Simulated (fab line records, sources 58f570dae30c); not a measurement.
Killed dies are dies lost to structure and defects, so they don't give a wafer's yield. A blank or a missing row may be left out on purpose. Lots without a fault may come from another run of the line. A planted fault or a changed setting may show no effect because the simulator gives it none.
Split-lot experiment | flow berkeley_cmos170 | 5 lots, 27 wafers read, on a route of 331 steps

THE SPLIT
At UCB170_PWELL_ETCH_14 (etches Si3N4 in CH3F/Ar/O2, stops on SiO2, target depth 242 nm, time 151 s), the setting time_s was moved away from the recipe's 151 s on 9 of the 27 wafers read, by -37.9% to +53.0%. The other wafers ran this setting at the recipe's value.

The reading is taken at the split's own step.

THE READING
KrF_of_PWELL_COAT_08.thk_nm (the simulator's own value, which no gauge read), in nm, at UCB170_PWELL_ETCH_14 (etches Si3N4 in CH3F/Ar/O2, stops on SiO2, target depth 242 nm, time 151 s). The file gives no usual value for it. The 18 wafers here that ran the recipe average 724.3 nm, standard deviation 2.8 nm.

wafer  | tool, chamber at the split | time_s as run, s | against the recipe | KrF_of_PWELL_COAT_08.thk_nm, nm | against lot-mates on the recipe
L075.1 | rie_diel-03, 0             | 93.81            | -37.9%             | 787.7                           | +60.8
L075.2 | rie_diel-03, 2             | 151              | recipe             | 724.6                           | -
L075.3 | rie_diel-03, 3             | 151              | recipe             | 726.6                           | -
L075.4 | rie_diel-03, 1             | 93.81            | -37.9%             | 786.3                           | +59.4
L075.5 | rie_diel-03, 3             | 151              | recipe             | 729.4                           | -
L075.6 | rie_diel-03, 2             | 93.81            | -37.9%             | 786                             | +59.1
L076.1 | rie_diel-03, 3             | 151              | recipe             | 725.9                           | -
L076.2 | rie_diel-03, 0             | 151              | recipe             | 725.9                           | -
L076.3 | rie_diel-03, 1             | 151              | recipe             | 719.2                           | -
L076.4 | rie_diel-03, 2             | 151              | recipe             | 723.9                           | -
L076.5 | rie_diel-03, 3             | 151              | recipe             | 724.7                           | -
L076.6 | rie_diel-03, 0             | 151              | recipe             | 725.4                           | -
L077.1 | rie_diel-04, 0             | 151              | recipe             | 726.8                           | -
L077.2 | rie_diel-04, 2             | 151              | recipe             | 721.2                           | -
L077.3 | rie_diel-04, 3             | 231.1            | +53.0%             | 638.3                           | -85.4
L077.4 | rie_diel-04, 0             | 231.1            | +53.0%             | 639.5                           | -84.2
L077.5 | rie_diel-04, 2             | 151              | recipe             | 723.2                           | -
L077.6 | rie_diel-04, 3             | 231.1            | +53.0%             | 637.1                           | -86.6
L078.1 | rie_diel-03, 2             | 151              | recipe             | 723.5                           | -
L078.2 | rie_diel-03, 0             | 151              | recipe             | 726.4                           | -
L078.3 | rie_diel-03, 1             | 151              | recipe             | 720.8                           | -
L078.4 | rie_diel-03, 3             | 112.3            | -25.6%             | 766.6                           | +43.0
L078.5 | rie_diel-03, 0             | 112.3            | -25.6%             | 765.9                           | +42.3
L078.6 | rie_diel-03, 1             | 112.3            | -25.6%             | 761.7                           | +38.1
L081.2 | rie_diel-02, 3             | 151              | recipe             | 718.3                           | -
L081.4 | rie_diel-02, 2             | 151              | recipe             | 725.6                           | -
L081.6 | rie_diel-02, 1             | 151              | recipe             | 725.6                           | -

THE FIT
A straight line over all 27 wafers: KrF_of_PWELL_COAT_08.thk_nm changes by -1.62 nm for each +1% of time_s; r = -1.00; the points scatter about the line by 2.6 nm.
The same after taking each lot's own level away (the mean of its wafers on the recipe; 27 wafers): -1.6 nm for each +1%; r = -1.00; scatter 2.3 nm.
On that fit, the largest move of time_s shifts the reading by 85 nm.
The lots' own levels span 723.17 to 726.87 nm, that is 1.3 times the standard deviation above.
So the lot-to-lot level changes the slope little: the two slopes agree.
Check: with one of the wafers moved furthest among these (+53.0%) left out of the fit, the line predicts -84.9 nm for it against its lot-mates. It came out at -85.4 nm against them.

OTHER SPLITS ON THESE WAFERS
These wafers also went through other splits before the reading. Each is held against what the fit with the lots' levels taken away leaves over:
other split on the same wafers | wafers away from the commonest value | r with KrF_of_PWELL_COAT_08.thk_nm (lot level and that fit taken away)
UCB170_ZERO_ETCH_06 time_s     | 12                                   | +0.11

THE WHOLE CHAIN: every reading that the file lists as answering this split, in the file's order
step                  | what it does                                                               | reading                                                                            | change (the file's fit)                                                              | r (the file's)
UCB170_PWELL_ETCH_14  | etches Si3N4 in CH3F/Ar/O2, stops on SiO2, target depth 242 nm, time 151 s | SiO2_of_PWELL_OXIDATION_02.thk_nm (the simulator's own value, which no gauge read) | not straight: 23.33 at the lowest setting, 22.34 at the recipe, 1.238 at the highest | not given
UCB170_PWELL_ETCH_14  | etches Si3N4 in CH3F/Ar/O2, stops on SiO2, target depth 242 nm, time 151 s | KrF_of_PWELL_COAT_08.thk_nm (the simulator's own value, which no gauge read)       | -1.6 nm for each +1% of the setting                                                  | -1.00
UCB170_PWELL_STRIP_16 | strips in O2                                                               | strip_time_to_endpoint_s                                                           | withheld for each +1% of the setting                                                 | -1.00

THE FILE'S OWN FIT
KrF_of_PWELL_COAT_08.thk_nm changes by -1.6 nm for each +1% of time_s, r = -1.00.
